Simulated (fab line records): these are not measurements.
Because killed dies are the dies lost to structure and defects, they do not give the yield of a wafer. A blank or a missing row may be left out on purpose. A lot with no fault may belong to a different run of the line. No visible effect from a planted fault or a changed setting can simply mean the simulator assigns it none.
What tool caused it? || flow berkeley cmos170 || Sampling: 14 lots, 42 wafers, 3 of 331 route steps

WHAT EACH GAUGE READ, for each wafer
UCB170_M1_RS_MEAS_01: measures by four-point-probe. Usual: M1_AL_RS 0.0485 ohm/sq, standard deviation 0.0004.
{"lot": "L889", "measured": "day 6 17:23", "on": "film metro-01", "M1_AL_RS (ohm/sq)": "0.0488 0.0491 0.0490", "flag": ""}
{"lot": "L888", "measured": "day 6 17:38", "on": "film metro-02", "M1_AL_RS (ohm/sq)": "0.0485 0.0486 0.0482", "flag": ""}
{"lot": "L890", "measured": "day 6 17:46", "on": "film metro-03", "M1_AL_RS (ohm/sq)": "0.0480 0.0481 0.0488", "flag": ""}
{"lot": "L892", "measured": "day 7 14:25", "on": "film metro-02", "M1_AL_RS (ohm/sq)": "0.0483 0.0486 0.0477", "flag": ""}
{"lot": "L891", "measured": "day 7 16:56", "on": "film metro-03", "M1_AL_RS (ohm/sq)": "0.0488 0.0490 0.0486", "flag": ""}
{"lot": "L898", "measured": "day 8 22:44", "on": "film metro-02", "M1_AL_RS (ohm/sq)": "0.0490 0.0488 0.0485", "flag": ""}
{"lot": "L900", "measured": "day 8 23:04", "on": "film metro-03", "M1_AL_RS (ohm/sq)": "0.0485 0.0480 0.0480", "flag": ""}
{"lot": "L899", "measured": "day 8 23:13", "on": "film metro-01", "M1_AL_RS (ohm/sq)": "0.0397 0.0399 0.0396", "flag": "OFF"}
{"lot": "L903", "measured": "day 9 21:47", "on": "film metro-02", "M1_AL_RS (ohm/sq)": "0.0480 0.0487 0.0484", "flag": ""}
{"lot": "L901", "measured": "day 9 23:45", "on": "film metro-02", "M1_AL_RS (ohm/sq)": "0.0393 0.0399 0.0395", "flag": "OFF"}
{"lot": "L902", "measured": "day 9 23:57", "on": "film metro-01", "M1_AL_RS (ohm/sq)": "0.0483 0.0485 0.0486", "flag": ""}
{"lot": "L906", "measured": "day 10 22:08", "on": "film metro-02", "M1_AL_RS (ohm/sq)": "0.0489 0.0484 0.0488", "flag": ""}
{"lot": "L910", "measured": "day 11 15:04", "on": "film metro-01", "M1_AL_RS (ohm/sq)": "0.0488 0.0488 0.0486", "flag": ""}
{"lot": "L911", "measured": "day 11 16:20", "on": "film metro-02", "M1_AL_RS (ohm/sq)": "0.0490 0.0481 0.0487", "flag": ""}

UCB170_M1_THK_MEAS_02: measures by xrf. Usual: M1_AL_THK 599 nm, standard deviation 7.4.
{"lot": "L889", "measured": "day 6 17:31", "on": "film metro-01", "M1_AL_THK (nm)": "591 590 592", "flag": ""}
{"lot": "L888", "measured": "day 6 17:45", "on": "film metro-02", "M1_AL_THK (nm)": "600 602 603", "flag": ""}
{"lot": "L890", "measured": "day 6 17:53", "on": "film metro-03", "M1_AL_THK (nm)": "608 607 599", "flag": ""}
{"lot": "L892", "measured": "day 7 14:32", "on": "film metro-02", "M1_AL_THK (nm)": "608 607 616", "flag": ""}
{"lot": "L891", "measured": "day 7 17:03", "on": "film metro-03", "M1_AL_THK (nm)": "592 592 593", "flag": ""}
{"lot": "L898", "measured": "day 8 22:50", "on": "film metro-02", "M1_AL_THK (nm)": "597 603 606", "flag": ""}
{"lot": "L900", "measured": "day 8 23:11", "on": "film metro-03", "M1_AL_THK (nm)": "598 606 604", "flag": ""}
{"lot": "L899", "measured": "day 8 23:19", "on": "film metro-01", "M1_AL_THK (nm)": "722 719 724", "flag": "OFF"}
{"lot": "L903", "measured": "day 9 21:52", "on": "film metro-02", "M1_AL_THK (nm)": "609 605 608", "flag": ""}
{"lot": "L901", "measured": "day 9 23:51", "on": "film metro-02", "M1_AL_THK (nm)": "744 734 740", "flag": "OFF"}
{"lot": "L902", "measured": "day 10 00:04", "on": "film metro-01", "M1_AL_THK (nm)": "598 594 590", "flag": ""}
{"lot": "L906", "measured": "day 10 22:13", "on": "film metro-02", "M1_AL_THK (nm)": "596 601 597", "flag": ""}
{"lot": "L910", "measured": "day 11 15:10", "on": "film metro-01", "M1_AL_THK (nm)": "589 590 594", "flag": ""}
{"lot": "L911", "measured": "day 11 16:27", "on": "film metro-02", "M1_AL_THK (nm)": "602 608 601", "flag": ""}

WHICH TOOL RAN EACH LOT (tool, then ch and the chambers of the sampled wafers, then the start)
{"lot": "L889", "UCB170_M1_SPUTTER_00": "pvd sputter-02, day 6 17:20"}
{"lot": "L888", "UCB170_M1_SPUTTER_00": "pvd sputter-03, day 6 17:34"}
{"lot": "L890", "UCB170_M1_SPUTTER_00": "pvd sputter-01, day 6 17:43"}
{"lot": "L892", "UCB170_M1_SPUTTER_00": "pvd sputter-01, day 7 14:21"}
{"lot": "L891", "UCB170_M1_SPUTTER_00": "pvd sputter-02, day 7 16:52"}
{"lot": "L898", "UCB170_M1_SPUTTER_00": "pvd sputter-02, day 8 22:38"}
{"lot": "L900", "UCB170_M1_SPUTTER_00": "pvd sputter-02, day 8 23:01"}
{"lot": "L899", "UCB170_M1_SPUTTER_00": "pvd sputter-01, day 8 23:08"}
{"lot": "L903", "UCB170_M1_SPUTTER_00": "pvd sputter-02, day 9 21:40"}
{"lot": "L901", "UCB170_M1_SPUTTER_00": "pvd sputter-01, day 9 23:39"}
{"lot": "L902", "UCB170_M1_SPUTTER_00": "pvd sputter-02, day 9 23:52"}
{"lot": "L906", "UCB170_M1_SPUTTER_00": "pvd sputter-02, day 10 22:01"}
{"lot": "L910", "UCB170_M1_SPUTTER_00": "pvd sputter-02, day 11 14:57"}
{"lot": "L911", "UCB170_M1_SPUTTER_00": "pvd sputter-03, day 11 16:16"}
- UCB170_M1_SPUTTER_00: material Al, target thk 600 nm, time 80 s.

WHAT THE TOOLS THEMSELVES READ (means of the sampled wafers that have a number; where no wafer has one, the mark that the record gives instead)
UCB170_M1_SPUTTER_00. Usual: cathode dc power W 5999.9 W, standard deviation 1.1; throttle valve pct 30.1 %, standard deviation 0.93.
{"lot": "L889", "tool": "pvd sputter-02", "cathode dc power W (W)": 5999.5, "throttle valve pct (%)": 29.1, "flag": ""}
{"lot": "L888", "tool": "pvd sputter-03", "cathode dc power W (W)": 5999.6, "throttle valve pct (%)": 30.3, "flag": ""}
{"lot": "L890", "tool": "pvd sputter-01", "cathode dc power W (W)": 6000.5, "throttle valve pct (%)": 30.1, "flag": ""}
{"lot": "L892", "tool": "pvd sputter-01", "cathode dc power W (W)": 5999.9, "throttle valve pct (%)": 31.0, "flag": ""}
{"lot": "L891", "tool": "pvd sputter-02", "cathode dc power W (W)": 6000.2, "throttle valve pct (%)": 30.1, "flag": ""}
{"lot": "L898", "tool": "pvd sputter-02", "cathode dc power W (W)": 6000.6, "throttle valve pct (%)": 29.3, "flag": ""}
{"lot": "L900", "tool": "pvd sputter-02", "cathode dc power W (W)": 6000.9, "throttle valve pct (%)": 29.6, "flag": ""}
{"lot": "L899", "tool": "pvd sputter-01", "cathode dc power W (W)": 7282.8, "throttle valve pct (%)": 29.9, "flag": "OFF"}
{"lot": "L903", "tool": "pvd sputter-02", "cathode dc power W (W)": 5999.0, "throttle valve pct (%)": 29.9, "flag": ""}
{"lot": "L901", "tool": "pvd sputter-01", "cathode dc power W (W)": 7283.7, "throttle valve pct (%)": 30.0, "flag": "OFF"}
{"lot": "L902", "tool": "pvd sputter-02", "cathode dc power W (W)": 6000.4, "throttle valve pct (%)": 29.3, "flag": ""}
{"lot": "L906", "tool": "pvd sputter-02", "cathode dc power W (W)": 5999.4, "throttle valve pct (%)": 29.5, "flag": ""}
{"lot": "L910", "tool": "pvd sputter-02", "cathode dc power W (W)": 5999.8, "throttle valve pct (%)": 30.3, "flag": ""}
{"lot": "L911", "tool": "pvd sputter-03", "cathode dc power W (W)": 6001.1, "throttle valve pct (%)": 30.1, "flag": ""}

THE ANSWER, worked out from the rows above alone
Rule: take the mean of a lot's wafers that have a number; if it is more than 3 standard deviations from the usual mean, the lot is off. Also off: a lot with no number at a reading for which 4 or more lots have one. Any other lot the step has rows for is counted as sound. Order of review: gauges by route order, followed by the tools' own readings, for which a lot's mean as printed above is used. At the first step where some lot is off, the reading lying furthest off is the one used; lots without a number count as furthest.
Off: L899, L901, seen at UCB170_M1_RS_MEAS_01 (M1_AL_RS).
A tool fits if, at a process step before that reading, it ran every lot that is off, and no sound lot after the first of them. The gauges at UCB170_M1_RS_MEAS_01 aren't tried: what is off there is off at UCB170_M1_SPUTTER_00 too, on other tools, and a gauge's error can't cause that. One fits: pvd sputter-01 at UCB170_M1_SPUTTER_00. A fault onset in the window from L892 (day 7 14:21, its last sound lot) to L899 (day 8 23:08, its first lot off) fits.
The tool's own readings at UCB170_M1_SPUTTER_00 bear it out: on the lots that are off they differ by more than 5 times the standard deviation of the sound lots' means. cathode dc power W reads 7283.2 W there against 6000.1 W on the sound lots.

WHAT THE SIMULATOR PUT IN
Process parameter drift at UCB170_M1_SPUTTER_00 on pvd sputter-01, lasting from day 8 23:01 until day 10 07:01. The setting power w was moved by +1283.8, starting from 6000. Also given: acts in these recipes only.
Struck lots among those shown: L899, L901. The same result came from the rule above.
